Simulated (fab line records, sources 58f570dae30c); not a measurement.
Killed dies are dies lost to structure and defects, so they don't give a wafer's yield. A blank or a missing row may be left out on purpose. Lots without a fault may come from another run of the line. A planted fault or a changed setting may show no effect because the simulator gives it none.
fab line records | flow berkeley_cmos170
record lots=5 wafers=15 last_day=10
route steps=331 shown M2@286 V2@292 M3@309
lots that met no fault: from a run of the same line without faults
start_h: hours from the record's first day to the start of the lot's first wafer shown | wait_h: hours since the lot's step before | " the same as in the row above | L1.1+2: a row that stands for several wafers | - no value, or no start given | * or withheld: withheld | < > ~ a bound
route shown NAME@n: a module of which the file shows steps, and the number in the route of the first | usual: mean/standard deviation of fault-free wafers | same: alike in all rows | chamber/n: place in a boat | sites: the reading at each site | _std_site: their standard deviation | _edge_site: outer sites' mean less inner sites' | radius_mm: how far each site lies from the wafer's centre | mask NAME#n: copy n | behind: the tool/chamber that last shaped the wafer | hold: why the lot was held/for how many hours/how that ended | device: the transistor (n, p or np) that didn't switch | end of line: the same wafers' tests at the end of the route | a step without rows: its recipe alone | killed: dies lost to structure and defects at the first sort, not the wafer's yield | map: a wafer's dies, x killed, . not, _ none there
set.NAME: the setting as run; set.NAME@STEP: as run at that earlier step | model.NAME: the simulator's own value behind a step, which no gauge read
lots at some steps of the route; a table a step, a row a wafer
services: from which hour (start_h, from the record's first day; less than 0 if before it) a tool's chamber was out of use, for how many hours, and why
## steps
# step UCB170_M2_CD_MEAS_15
# recipe target_cd_nm=700
# usual cd_nm=699.9/1.5
# columns lot.wafer tool chamber start_h wait_h cd_nm
L077.1 cd_sem-02 - 186.37 - 703.5
L077.2 " - " " 701.5
L077.6 " - " " 702.0
L075.1 cd_sem-01 - 187.38 - 702.4
L075.5 " - " " 700.8
L075.6 " - " " 701.4
L079.1 cd_sem-02 - 192.30 - 697.5
L079.2 " - " " 697.9
L079.6 " - " " 698.5
L078.2 cd_sem-02 - 195.82 - 697.8
L078.3 " - " " 697.8
L078.5 " - " " 697.8
L084.1 cd_sem-01 - 232.10 - 699.9
L084.4 " - " " 699.5
L084.5 " - " " 698.9
# step UCB170_M2_OVL_MEAS_16
# usual M2_OVL=2/6.3
# columns lot.wafer tool chamber start_h wait_h M2_OVL[nm]
L077.1 overlay-01 - 186.49 0.1 -11
L077.2 " - " " 1
L077.6 " - " " -3
L075.1 overlay-01 - 187.50 0.1 -2
L075.5 " - " " 2
L075.6 " - " " 5
L079.1 overlay-01 - 192.42 0.1 3
L079.2 " - " " 1
L079.6 " - " " 4
L078.2 overlay-01 - 195.92 0.1 2
L078.3 " - " " 0
L078.5 " - " " 3
L084.1 overlay-01 - 232.22 0.1 -2
L084.4 " - " " -2
L084.5 " - " " -4
# step UCB170_M2_ETCH_17
# recipe chemistry=N2/H2 target_depth_a=withheld overetch_a=withheld target=BARC time_s=withheld source_w=500 bias_w=100 pressure_mtorr=30 n2_flow_sccm=100 h2_flow_sccm=200
# usual drypump_motor_current_A=5.90/0.27 oes_product_au=0.999/0.017 throttle_valve_pct=13.28/0.19
# columns lot.wafer tool chamber start_h wait_h drypump_motor_current_A oes_product_au throttle_valve_pct
L077.1 rie_diel-03 0 186.53 0.0 5.87 1.021 13.15
L077.2 " 2 " " 5.55 1.008 13.34
L077.6 " 0 " " 5.90 1.006 13.15
L075.1 rie_diel-04 2 187.53 0.0 5.79 1.014 13.53
L075.5 " 1 " " 6.42 0.993 13.25
L075.6 " 2 " " 5.80 1.001 13.52
L079.1 rie_diel-03 2 192.46 0.0 5.56 1.005 13.31
L079.2 " 3 " " 5.98 1.003 13.12
L079.6 " 0 " " 5.90 1.010 13.15
L078.2 rie_diel-02 3 195.95 0.0 5.39 0.965 12.93
L078.3 " 2 " " 5.74 0.986 13.28
L078.5 " 0 " " 6.04 1.021 13.54
L084.1 rie_diel-03 3 232.26 0.0 6.01 0.983 13.11
L084.4 " 0 " " 5.82 1.013 13.16
L084.5 " 1 " " 6.24 1.000 13.26
# step UCB170_M2_METAL_ETCH_18
# recipe chemistry=Cl2/BCl3 target=Al stop_on=SiO2 pressure_mtorr=12 target_depth_a=11700 over_etch_frac=0.3 time_s=195 icp_w=600 bias_w=120 Cl2_flow_sccm=90 bcl3_flow_sccm=45
# usual drypump_motor_current_A=6.1/0.44 oes_product_au=0.852/0.012 throttle_valve_pct=24.33/0.14
# columns lot.wafer tool chamber start_h wait_h drypump_motor_current_A oes_product_au rf_hours_counter_h throttle_valve_pct
L077.1 rie_metal-04 0 186.57 - 6.7 0.823 1 24.25
L077.2 " 1 " " 6.6 0.856 12 24.33
L077.6 " 1 " " 6.6 0.859 - 24.32
L075.1 rie_metal-01 0 187.57 - 5.5 0.867 6 24.58
L075.5 " 0 " " 5.5 0.853 - 24.60
L075.6 " 1 " " 6.4 0.850 - 24.24
L079.1 rie_metal-02 0 192.50 - 5.9 0.876 2 24.17
L079.2 " 1 " " 5.8 0.847 4 24.39
L079.6 " 0 " " 5.8 0.869 - 24.18
L078.2 rie_metal-04 0 196.00 - 6.7 0.835 1 24.28
L078.3 " 1 " " 6.6 0.862 - 24.30
L078.5 " 1 " " 6.6 0.863 - 24.31
L084.1 rie_metal-04 0 232.30 - 6.7 0.835 2 24.28
L084.4 " 0 " " 6.7 0.829 - 24.28
L084.5 " 1 " " 6.6 0.862 - 24.31
# step UCB170_M2_STRIP_19
# recipe chemistry=O2 power_w=400 pressure_mtorr=3500 platen_temp_c=withheld o2_flow_sccm=400 overash_fraction=0.5
# usual drypump_motor_current_A=5.2/0.44 oes_product_au=0.540/0.0073
# columns lot.wafer tool chamber start_h wait_h drypump_motor_current_A oes_product_au rf_hours_counter_h
L077.1 plasma_asher-01 0 186.76 0.1 5.9 0.543 8
L077.2 " 1 " " 5.3 0.543 8
L077.6 " 1 " " 5.3 0.538 -
L075.1 plasma_asher-04 0 187.76 0.1 5.7 0.555 46
L075.5 " 0 " " 5.7 0.546 -
L075.6 " 1 " " 4.7 0.554 -
L079.1 plasma_asher-04 1 192.69 0.1 4.7 0.544 46
L079.2 " 0 " " 5.7 0.534 46
L079.6 " 0 " " 5.7 0.549 -
L078.2 plasma_asher-03 1 196.18 0.1 4.9 0.536 41
L078.3 " 0 " " 4.8 0.531 -
L078.5 " 1 " " 5.0 0.543 -
L084.1 plasma_asher-01 0 232.49 0.1 5.9 0.548 12
L084.4 " 1 " " 5.3 0.536 -
L084.5 " 1 " " 5.3 0.560 -
# step UCB170_M2_CD_MEAS_90
# recipe target_cd_nm=700
# usual cd_nm=700.6/2.4
# columns lot.wafer tool chamber start_h wait_h cd_nm
L077.1 cd_sem-02 - 186.86 0.1 702.0
L077.2 " - " " 699.3
L077.6 " - " " 701.2
L075.1 cd_sem-01 - 187.86 0.1 701.7
L075.5 " - " " 701.2
L075.6 " - " " 703.5
L079.1 cd_sem-02 - 192.79 0.1 695.3
L079.2 " - " " 698.7
L079.6 " - " " 699.6
L078.2 cd_sem-02 - 196.30 0.1 695.5
L078.3 " - " " 698.0
L078.5 " - " " 698.4
L084.1 cd_sem-01 - 232.59 0.1 701.1
L084.4 " - " " 700.5
L084.5 " - " " 699.8
# step UCB170_V2_CVD_00
# recipe material=SiO2 target_thk_nm=2000 temp_c=390 precursor=TEOS/O2 time_s=250 rf_w=561.1 pressure_mtorr=9000
# usual heater_power_w=245/51
# columns lot.wafer tool chamber start_h wait_h heater_power_w
L077.1 pecvd-04 2 186.98 0.1 310
L077.2 " 1 " " 233
L077.6 " 1 " " 169
L075.1 pecvd-03 1 187.98 0.1 268
L075.5 " 1 " " 327
L075.6 " 0 " " 207
L079.1 pecvd-01 0 192.91 0.1 242
L079.2 " 2 " " 246
L079.6 " 0 " " 310
L078.2 pecvd-03 1 196.40 0.1 270
L078.3 " 0 " " 280
L078.5 " 1 " " 342
L084.1 pecvd-04 2 232.71 0.1 282
L084.4 " 2 " " 214
L084.5 " 2 " " 293
# step UCB170_V2_THK_MEAS_01
# recipe reads=SiO2_of_V2_CVD_00
# usual V2_TEOS_THK=2013/25
# columns lot.wafer tool chamber start_h wait_h V2_TEOS_THK[nm]
L077.1 film_metro-03 - 187.13 0.1 2003
L077.2 " - " " 1998
L077.6 " - " " 2002
L075.1 film_metro-02 - 188.14 0.1 1980
L075.5 " - " " 1997
L075.6 " - " " 1980
L079.1 film_metro-02 - 193.06 0.1 1993
L079.2 " - " " 2010
L079.6 " - " " 2031
L078.2 film_metro-02 - 196.57 0.1 1990
L078.3 " - " " 2010
L078.5 " - " " 2031
L084.1 film_metro-01 - 232.94 0.2 1958
L084.4 " - " " 2009
L084.5 " - " " 1976
# step UCB170_V2_CMP_02
# recipe material=SiO2 down_force_psi=6 platen_rpm=60 pad_velocity_m_s=0.75398
# usual motor_current_A=16.1/1.6
# columns lot.wafer tool chamber start_h wait_h motor_current_A
L077.1 cmp-01 1 187.42 0.3 13.6
L077.2 " 2 " " 19.7
L077.6 " 0 " " 15.8
L075.1 cmp-01 0 188.30 0.1 16.5
L075.5 " 2 " " 19.7
L075.6 " 3 " " 16.1
L079.1 cmp-01 3 193.12 0.1 14.8
L079.2 " 2 " " 19.1
L079.6 " 0 " " 15.9
L078.2 cmp-01 0 196.67 0.1 16.6
L078.3 " 1 " " 13.3
L078.5 " 0 " " 16.2
L084.4 cmp-02 0 233.00 0.0 17.1
L084.1 " 2 " " 16.0
L084.5 " 1 " " 15.4
# step UCB170_V2_BOW_MEAS_03
# recipe mode=bow
# usual V2_BOW=37/6.8
# columns lot.wafer tool chamber start_h wait_h V2_BOW[um]
L077.1 film_metro-02 - 187.62 0.1 25
L077.2 " - " " 31
L077.6 " - " " 34
L075.1 film_metro-03 - 188.50 0.1 42
L075.5 " - " " 57
L075.6 " - " " 46
L079.1 film_metro-03 - 193.42 0.2 34
L079.2 " - " " 36
L079.6 " - " " 42
L078.2 film_metro-01 - 196.96 0.2 30
L078.3 " - " " 46
L078.5 " - " " 31
L084.1 film_metro-03 - 233.30 0.1 39
L084.4 " - " " 37
L084.5 " - " " 36
# step UCB170_V2_THK_MEAS_04
# recipe reads=SiO2_of_V2_CVD_00
# usual V2_POLISHED_THK=1000.2/1
# columns lot.wafer tool chamber start_h wait_h V2_POLISHED_THK[nm]
L077.1 film_metro-02 - 187.74 0.1 999.4
L077.2 " - " " 999.9
L077.6 " - " " 1000.3
L075.1 film_metro-03 - 188.62 0.1 1001.4
L075.5 " - " " 1002.2
L075.6 " - " " 1000.8
L079.1 film_metro-03 - 193.54 0.1 1000.2
L079.2 " - " " 1000.4
L079.6 " - " " 1000.1
L078.2 film_metro-01 - 197.07 0.1 1001.1
L078.3 " - " " 1000.5
L078.5 " - " " 999.4
L084.1 film_metro-03 - 233.42 0.1 1000.2
L084.4 " - " " 999.4
L084.5 " - " " 1000.3
# step UCB170_V2_CLEAN_05
# recipe chemistry=DIW
# columns lot.wafer tool chamber start_h wait_h
L077.1+2+6 wet_bench-02 1 187.80 0.1
L075.1+5+6 wet_bench-03 3 188.68 0.1
L079.1+2+6 wet_bench-04 1 193.80 0.2
L078.2+3+5 wet_bench-04 1 197.12 0.0
L084.1+4+5 wet_bench-03 3 233.48 0.1
# step UCB170_V2_HMDS_06
# recipe prime_time_s=60 prime_temp_c=100
# columns lot.wafer tool chamber start_h wait_h
L077.1+2+6 litho_track-01 0 187.98 0.0
L075.1+5+6 litho_track-02 0 188.87 0.0
L079.1+2+6 litho_track-03 0 194.01 0.0
L078.2+3+5 litho_track-03 0 197.56 0.3
L084.1+4+5 litho_track-02 0 234.04 0.4
# step UCB170_V2_COAT_07
# recipe resist=KrF spin_rpm=1500 resist_thk_nm=900
# columns lot.wafer tool chamber start_h wait_h
L077.1+2+6 litho_track-01 0 188.13 0.1
L075.1+5+6 litho_track-02 0 189.02 0.1
L079.1+2+6 litho_track-03 0 194.16 0.1
L078.2+3+5 litho_track-03 0 197.71 0.1
L084.1+4+5 litho_track-02 0 234.19 0.1
# step UCB170_V2_SOFTBAKE_08
# recipe resist=KrF temp_c=130 time_s=60
# columns lot.wafer tool chamber start_h wait_h
L077.1+2+6 litho_track-01 0 188.28 0.1
L075.1+5+6 litho_track-02 0 189.17 0.1
L079.1+2+6 litho_track-03 0 194.31 0.1
L078.2+3+5 litho_track-03 0 197.86 0.1
L084.1+4+5 litho_track-02 0 234.34 0.1
# step UCB170_V2_EXPOSE_09
# recipe mask_id=VIA2 target_cd_nm=700 na=0.5 sigma_outer=0.6 source_shape=conventional dose_mj=37.81
# same sigma_outer=0.6
# columns lot.wafer tool chamber start_h wait_h mask
L077.1+2+6 krf_scanner-02 0 188.66 0.4 VIA2#0
L075.1+5+6 krf_scanner-01 0 189.44 0.2 VIA2#0
L079.1+2+6 krf_scanner-02 0 194.59 0.2 VIA2#0
L078.2+3+5 krf_scanner-02 0 198.01 0.1 VIA2#0
L084.1+4+5 krf_scanner-01 0 234.61 0.2 VIA2#0
# step UCB170_V2_PEB_10
# recipe peb_temp_c=130 peb_time_s=withheld resist=KrF
# columns lot.wafer tool chamber start_h wait_h
L077.1+2+6 litho_track-03 0 188.77 0.1
L075.1+5+6 litho_track-02 0 189.56 0.1
L079.1+2+6 litho_track-03 0 195.19 0.6
L078.2+3+5 litho_track-01 0 198.21 0.2
L084.1+4+5 litho_track-02 0 234.96 0.3
# step UCB170_V2_DEVELOP_11
# recipe developer=TMAH develop_time_s=45 resist=KrF dev_temp_c=21
# columns lot.wafer tool chamber start_h wait_h
L077.1+2+6 litho_track-03 0 - -
L075.1+5+6 litho_track-02 0 - -
L079.1+2+6 litho_track-03 0 - -
L078.2+3+5 litho_track-01 0 - -
L084.1+4+5 litho_track-02 0 - -
# step UCB170_V2_CD_MEAS_12
# recipe target_cd_nm=700
# usual cd_nm=699.9/1.1
# columns lot.wafer tool chamber start_h wait_h cd_nm
L077.1 cd_sem-01 - 189.05 - 700.3
L077.2 " - " " 701.5
L077.6 " - " " 700.2
L075.1 cd_sem-01 - 189.83 - 700.5
L075.5 " - " " 700.3
L075.6 " - " " 701.2
L079.1 cd_sem-01 - 195.46 - 700.4
L079.2 " - " " 701.0
L079.6 " - " " 700.2
L078.2 cd_sem-01 - 198.48 - 701.8
L078.3 " - " " 700.1
L078.5 " - " " 701.1
L084.1 cd_sem-01 - 235.23 - 699.5
L084.4 " - " " 698.6
L084.5 " - " " 698.3
# step UCB170_V2_OVL_MEAS_13
# usual V2_OVL=-3/6.2
# columns lot.wafer tool chamber start_h wait_h V2_OVL[nm]
L077.1 overlay-01 - 189.17 0.1 -2
L077.2 " - " " 0
L077.6 " - " " 8
L075.1 overlay-01 - 189.95 0.1 3
L075.5 " - " " 6
L075.6 " - " " 0
L079.1 overlay-01 - 195.58 0.1 -1
L079.2 " - " " -10
L079.6 " - " " -7
L078.2 overlay-02 - 198.58 0.1 -1
L078.3 " - " " -6
L078.5 " - " " -2
L084.1 overlay-01 - 235.35 0.1 2
L084.4 " - " " 7
L084.5 " - " " -2
# step UCB170_V2_ETCH_14
# recipe chemistry=CHF3/CF4/Ar target=SiO2 stop_on=Al CHF3_flow_sccm=45 cf4_flow_sccm=15 Ar_flow_sccm=150 pressure_mtorr=200 rf_w=700 target_depth_a=12500 over_etch_frac=0.25 time_s=291
# usual drypump_motor_current_A=5.9/0.56 mfc_ar_sccm=150.0/0.43 oes_product_au=0.865/0.013 throttle_valve_pct=7.02/0.11
# columns lot.wafer tool chamber start_h wait_h drypump_motor_current_A mfc_ar_sccm oes_product_au rf_hours_counter_h throttle_valve_pct
L077.1 rie_diel-03 0 189.21 0.0 5.9 150.1 0.880 10 6.88
L077.2 " 1 " " 6.2 150.0 0.883 77 7.00
L077.6 " 1 " " 6.2 149.6 0.878 - 7.01
L075.1 rie_diel-04 1 189.99 0.0 6.4 149.7 0.867 45 6.90
L075.5 " 1 " " 6.4 149.0 0.858 - 6.90
L075.6 " 0 " " 5.6 149.5 0.873 - 7.11
L079.1 rie_diel-04 0 195.62 0.0 5.6 149.5 0.883 38 7.11
L079.2 " 1 " " 6.4 150.5 0.865 45 6.90
L079.6 " 3 " " 5.8 149.7 0.849 - 7.13
L078.2 rie_diel-03 1 198.61 0.0 6.2 151.1 0.878 77 7.01
L078.3 " 3 " " 6.0 150.5 0.874 0 6.83
L078.5 " 3 " " 6.0 149.7 0.875 - 6.83
L084.1 rie_diel-04 2 235.39 0.0 5.8 149.4 0.888 60 7.12
L084.4 " 3 " " 5.9 150.2 0.857 22 7.15
L084.5 " 3 " " 5.9 150.3 0.853 - 7.14
# step UCB170_V2_STRIP_15
# recipe chemistry=O2 power_w=400 pressure_mtorr=3500 platen_temp_c=withheld o2_flow_sccm=400 overash_fraction=0.5
# usual drypump_motor_current_A=5.4/0.39 oes_product_au=0.722/0.0048 strip_time_to_endpoint_s=15.34/0.089
# columns lot.wafer tool chamber start_h wait_h drypump_motor_current_A oes_product_au rf_hours_counter_h strip_time_to_endpoint_s
L077.1 plasma_asher-04 1 189.38 0.1 4.7 0.723 46 15.30
L077.2 " 0 " " 5.7 0.721 46 15.33
L077.6 " 0 " " 5.7 0.723 - 15.36
L075.1 plasma_asher-02 0 190.17 0.1 5.2 0.724 47 15.42
L075.5 " 0 " " 5.2 0.716 - 15.42
L075.6 " 1 " " 5.6 0.719 - 15.45
L079.1 plasma_asher-02 0 195.80 0.1 5.2 0.726 47 15.17
L079.2 " 1 " " 5.6 0.719 47 15.24
L079.6 " 1 " " 5.6 0.717 - 15.44
L078.2 plasma_asher-01 0 198.79 0.1 5.9 0.718 9 15.28
L078.3 " 0 " " 5.9 0.720 - 15.27
L078.5 " 0 " " 5.9 0.721 - 15.39
L084.1 plasma_asher-02 0 235.57 0.1 5.2 0.725 52 15.40
L084.4 " 0 " " 5.2 0.714 - 15.41
L084.5 " 1 " " 5.6 0.714 - 15.41
# step UCB170_V2_CD_MEAS_90
# recipe target_cd_nm=700
# usual cd_nm=699.9/1.2
# columns lot.wafer tool chamber start_h wait_h cd_nm
L077.1 cd_sem-01 - 189.48 0.1 701.2
L077.2 " - " " 701.5
L077.6 " - " " 700.0
L075.1 cd_sem-01 - 190.27 0.1 700.4
L075.5 " - " " 699.5
L075.6 " - " " 701.3
L079.1 cd_sem-02 - 195.92 0.1 700.3
L079.2 " - " " 700.5
L079.6 " - " " 700.2
L078.2 cd_sem-02 - 198.91 0.1 701.1
L078.3 " - " " 699.3
L078.5 " - " " 700.6
L084.1 cd_sem-02 - 235.67 0.1 699.7
L084.4 " - " " 697.9
L084.5 " - " " 697.5
# step UCB170_M3_PRE_CLEAN_00
# recipe gas=Ar preclean_etch_time_s=60
# columns lot.wafer tool chamber start_h wait_h
L077.1+2+6 pvd_sputter-03 - 189.60 0.1
L075.1+5+6 pvd_sputter-04 - 190.39 0.1
L079.1+2+6 pvd_sputter-04 - 196.04 0.1
L078.2+3+5 pvd_sputter-03 - 199.01 0.1
L084.1+4+5 pvd_sputter-04 - 235.79 0.1
# step UCB170_M3_SPUTTER_01
# recipe material=Al target_thk_nm=900 time_s=120 power_w=6000 chamber_pressure_pa=0.5
# usual throttle_valve_pct=30.5/1.3
# columns lot.wafer tool chamber start_h wait_h throttle_valve_pct
L077.1 pvd_sputter-03 - 189.67 0.0 30.3
L077.2 " - " " 31.3
L077.6 " - " " 30.2
L075.1 pvd_sputter-04 - 190.45 0.0 29.4
L075.5 " - " " 29.6
L075.6 " - " " 31.4
L079.1 pvd_sputter-04 - 196.10 0.0 31.3
L079.2 " - " " 28.5
L079.6 " - " " 32.6
L078.2 pvd_sputter-03 - 199.08 0.0 27.9
L078.3 " - " " 30.8
L078.5 " - " " 30.0
L084.1 pvd_sputter-04 - 235.85 0.0 28.7
L084.4 " - " " 32.1
L084.5 " - " " 31.2
# step UCB170_M3_RS_MEAS_02
# recipe thk_meas_gauge=four-point-probe reads=Al_of_M3_SPUTTER_01
# usual M3_AL_RS=0.0322/0.00031
# columns lot.wafer tool chamber start_h wait_h M3_AL_RS[ohm/sq]
L077.1 film_metro-02 - 189.75 0.0 0.0324
L077.2 " - " " 0.0326
L077.6 " - " " 0.0322
L075.1 film_metro-02 - 190.54 0.0 0.0319
L075.5 " - " " 0.0321
L075.6 " - " " 0.0324
L079.1 film_metro-02 - 196.19 0.0 0.0324
L079.2 " - " " 0.0320
L079.6 " - " " 0.0319
L078.2 film_metro-04 - 199.18 0.1 0.0325
L078.3 " - " " 0.0325
L078.5 " - " " 0.0321
L084.1 film_metro-01 - 235.94 0.0 0.0320
L084.4 " - " " 0.0318
L084.5 " - " " 0.0319
# step UCB170_M3_THK_MEAS_03
# recipe thk_meas_gauge=xrf reads=Al_of_M3_SPUTTER_01
# usual M3_AL_THK=897/8.6
# columns lot.wafer tool chamber start_h wait_h M3_AL_THK[nm]
L077.1 film_metro-02 - 189.87 0.1 892
L077.2 " - " " 886
L077.6 " - " " 896
L075.1 film_metro-02 - 190.66 0.1 900
L075.5 " - " " 900
L075.6 " - " " 890
L079.1 film_metro-02 - 196.31 0.1 892
L079.2 " - " " 902
L079.6 " - " " 904
L078.2 film_metro-04 - 199.29 0.1 888
L078.3 " - " " 894
L078.5 " - " " 902
L084.1 film_metro-01 - 236.06 0.1 899
L084.4 " - " " 903
L084.5 " - " " 900
# step UCB170_M3_HMDS_04
# recipe prime_time_s=60 prime_temp_c=100
# columns lot.wafer tool chamber start_h wait_h
L077.1+2+6 litho_track-02 0 190.11 0.2
L075.1+5+6 litho_track-02 0 190.72 0.1
L079.1+2+6 litho_track-03 0 196.64 0.3
L078.2+3+5 litho_track-03 0 199.37 0.1
L084.1+4+5 litho_track-03 0 236.39 0.3
# step UCB170_M3_COAT_05
# recipe resist=KrF spin_rpm=1500 resist_thk_nm=900
# columns lot.wafer tool chamber start_h wait_h
L077.1+2+6 litho_track-02 0 190.26 0.1
L075.1+5+6 litho_track-02 0 190.87 0.1
L079.1+2+6 litho_track-03 0 196.79 0.1
L078.2+3+5 litho_track-03 0 199.52 0.1
L084.1+4+5 litho_track-03 0 236.54 0.1
# step UCB170_M3_SOFTBAKE_06
# recipe resist=KrF temp_c=130 time_s=60
# columns lot.wafer tool chamber start_h wait_h
L077.1+2+6 litho_track-02 0 190.41 0.1
L075.1+5+6 litho_track-02 0 191.02 0.1
L079.1+2+6 litho_track-03 0 196.94 0.1
L078.2+3+5 litho_track-03 0 199.67 0.1
L084.1+4+5 litho_track-03 0 236.69 0.1
# step UCB170_M3_STRIP_07
# recipe chemistry=O2 power_w=400 pressure_mtorr=3500 platen_temp_c=withheld o2_flow_sccm=400 overash_fraction=0.5
# usual drypump_motor_current_A=5.3/0.38 oes_product_au=0.735/0.004 strip_time_to_endpoint_s=21.94/0.062
# columns lot.wafer tool chamber start_h wait_h drypump_motor_current_A oes_product_au rf_hours_counter_h strip_time_to_endpoint_s
L077.1 plasma_asher-03 0 190.56 0.1 4.8 0.739 41 21.93
L077.2 " 1 " " 5.0 0.737 41 21.93
L077.6 " 0 " " 4.8 0.734 - 21.92
L075.1 plasma_asher-01 1 191.17 0.1 5.3 0.740 8 21.90
L075.5 " 0 " " 5.9 0.734 - 21.93
L075.6 " 1 " " 5.3 0.739 - 21.93
L079.1 plasma_asher-03 0 197.09 0.1 4.8 0.734 42 22.01
L079.2 " 1 " " 5.0 0.731 42 21.94
L079.6 " 1 " " 5.0 0.738 - 21.94
L078.2 plasma_asher-01 1 199.79 0.1 5.3 0.741 9 21.96
L078.3 " 0 " " 5.9 0.735 - 21.96
L078.5 " 1 " " 5.3 0.735 - 21.92
L084.1 plasma_asher-01 1 236.84 0.1 5.3 0.740 13 21.95
L084.4 " 1 " " 5.3 0.733 - 21.96
L084.5 " 0 " " 5.9 0.731 - 22.03
# step UCB170_M3_STRIP_08
# recipe chemistry=DMSO temp_c=80 time_s=600 material=KrF
# columns lot.wafer tool chamber start_h wait_h
L077.1+2+6 wet_bench-03 2 190.66 0.1
L075.1+5+6 wet_bench-03 3 191.27 0.1
L079.1+2+6 wet_bench-03 2 197.20 0.1
L078.2+3+5 wet_bench-01 2 199.89 0.1
L084.1+4+5 wet_bench-04 1 236.94 0.1
# step UCB170_M3_COAT_09
# recipe resist=BARC temp_c=withheld time_s=withheld spin_rpm=3000 resist_thk_nm=withheld
# columns lot.wafer tool chamber start_h wait_h
L077.1+2+6 litho_track-04 0 190.83 0.0
L075.1+5+6 litho_track-03 0 191.79 0.3
L079.1+2+6 litho_track-04 0 197.38 0.0
L078.2+3+5 litho_track-04 0 200.09 0.0
L084.1+4+5 litho_track-02 0 237.37 0.2
# step UCB170_M3_COAT_10
# recipe resist=KrF spin_rpm=1500 resist_thk_nm=900
# columns lot.wafer tool chamber start_h wait_h
L077.1+2+6 litho_track-04 0 - -
L075.1+5+6 litho_track-03 0 - -
L079.1+2+6 litho_track-04 0 - -
L078.2+3+5 litho_track-04 0 - -
L084.1+4+5 litho_track-02 0 - -
# step UCB170_M3_SOFTBAKE_11
# recipe resist=KrF temp_c=130 time_s=60
# columns lot.wafer tool chamber start_h wait_h
L077.1+2+6 litho_track-04 0 - -
L075.1+5+6 litho_track-03 0 - -
L079.1+2+6 litho_track-04 0 - -
L078.2+3+5 litho_track-04 0 - -
L084.1+4+5 litho_track-02 0 - -
# step UCB170_M3_EXPOSE_12
# recipe mask_id=METAL3 target_cd_nm=700 na=0.5 sigma_outer=0.6 source_shape=conventional dose_mj=26
# same sigma_outer=0.6
# columns lot.wafer tool chamber start_h wait_h mask
L077.1+2+6 krf_scanner-01 0 191.28 - METAL3#0
L075.1+5+6 krf_scanner-01 0 192.30 - METAL3#0
L079.1+2+6 krf_scanner-01 0 197.91 - METAL3#0
L078.2+3+5 krf_scanner-01 0 200.53 - METAL3#0
L084.1+4+5 krf_scanner-02 0 237.95 - METAL3#0
# step UCB170_M3_PEB_13
# recipe peb_temp_c=130 peb_time_s=withheld resist=KrF
# columns lot.wafer tool chamber start_h wait_h
L077.1+2+6 litho_track-02 0 191.62 0.3
L075.1+5+6 litho_track-02 0 192.42 0.1
L079.1+2+6 litho_track-03 0 198.26 0.3
L078.2+3+5 litho_track-03 0 200.66 0.1
L084.1+4+5 litho_track-04 0 238.07 0.1
# step UCB170_M3_DEVELOP_14
# recipe developer=TMAH develop_time_s=45 resist=KrF dev_temp_c=21
# columns lot.wafer tool chamber start_h wait_h
L077.1+2+6 litho_track-02 0 - -
L075.1+5+6 litho_track-02 0 - -
L079.1+2+6 litho_track-03 0 - -
L078.2+3+5 litho_track-03 0 - -
L084.1+4+5 litho_track-04 0 - -
# step UCB170_M3_CD_MEAS_15
# recipe target_cd_nm=700
# usual cd_nm=700.2/1.6
# columns lot.wafer tool chamber start_h wait_h cd_nm
L077.1 cd_sem-01 - 191.89 - 699.4
L077.2 " - " " 697.8
L077.6 " - " " 697.9
L075.1 cd_sem-01 - 192.69 - 701.1
L075.5 " - " " 700.3
L075.6 " - " " 700.5
L079.1 cd_sem-02 - 198.54 - 702.2
L079.2 " - " " 702.1
L079.6 " - " " 700.8
L078.2 cd_sem-01 - 200.93 - 699.2
L078.3 " - " " 699.9
L078.5 " - " " 699.0
L084.1 cd_sem-02 - 238.34 - 701.0
L084.4 " - " " 700.3
L084.5 " - " " 700.5
# step UCB170_M3_OVL_MEAS_16
# usual M3_OVL=2/5.2
# columns lot.wafer tool chamber start_h wait_h M3_OVL[nm]
L077.1 overlay-01 - 192.01 0.1 6
L077.2 " - " " 5
L077.6 " - " " 0
L075.1 overlay-01 - 192.81 0.1 -2
L075.5 " - " " -2
L075.6 " - " " -3
L079.1 overlay-01 - 198.66 0.1 -2
L079.2 " - " " -7
L079.6 " - " " -3
L078.2 overlay-02 - 201.03 0.1 5
L078.3 " - " " 3
L078.5 " - " " 5
L084.1 overlay-02 - 238.46 0.1 2
L084.4 " - " " -1
L084.5 " - " " 3
# step UCB170_M3_ETCH_17
# recipe chemistry=N2/H2 target_depth_a=withheld overetch_a=withheld target=BARC time_s=withheld source_w=500 bias_w=100 pressure_mtorr=30 n2_flow_sccm=100 h2_flow_sccm=200
# usual drypump_motor_current_A=5.9/0.54 oes_product_au=0.993/0.019 throttle_valve_pct=13.36/0.21
# columns lot.wafer tool chamber start_h wait_h drypump_motor_current_A oes_product_au throttle_valve_pct
L077.1 rie_diel-02 3 192.05 0.0 5.4 0.966 12.95
L077.2 " 1 " " 5.8 0.990 13.01
L077.6 " 0 " " 6.1 1.001 13.52
L075.1 rie_diel-04 2 192.85 0.0 5.8 1.008 13.52
L075.5 " 0 " " 5.6 1.015 13.54
L075.6 " 1 " " 6.4 0.981 13.23
L079.1 rie_diel-02 1 198.70 0.0 5.8 0.998 13.02
L079.2 " 2 " " 5.7 1.005 13.30
L079.6 " 3 " " 5.4 0.972 12.92
L078.2 rie_diel-01 2 201.06 0.0 6.4 0.988 13.38
L078.3 " 3 " " 4.8 1.013 13.62
L078.5 " 0 " " 6.5 1.003 13.31
L084.1 rie_diel-01 1 238.50 0.0 5.7 0.961 13.13
L084.4 " 2 " " 6.4 0.981 13.39
L084.5 " 0 " " 6.5 0.999 13.32
## services
# columns tool chamber start_h hours kind
cmp-02 - 168.28 6.1 repair
rie_metal-04 1 178.69 4.1 repair
cmp-02 - 179.32 4.6 pm
cmp-02 - 183.93 21.9 pm
pecvd-03 - 184.54 2.8 pm
plasma_asher-02 - 185.92 0.7 repair
pvd_sputter-03 - 186.59 2.7 repair
cmp-01 - 186.98 0.3 repair
plasma_asher-02 - 189.25 0.6 repair
krf_scanner-02 - 189.25 4.4 pm
rie_diel-01 - 191.57 2.8 pm
pecvd-03 - 192.63 1.0 repair
krf_scanner-02 - 193.63 0.8 pm
krf_scanner-01 - 195.92 1.3 pm
krf_scanner-01 - 198.58 1.0 pm
rie_diel-04 3 204.64 27.2 repair
krf_scanner-02 - 206.76 4.0 pm
krf_scanner-02 - 216.80 1.0 pm
pvd_sputter-03 - 225.63 5.1 repair
pecvd-04 0 230.67 2.4 repair
cmp-01 - 232.00 4.0 pm
plasma_asher-01 - 234.27 2.3 repair
pecvd-04 0 235.44 14.4 repair
pvd_sputter-03 - 235.85 9.4 repair
## key
fault none
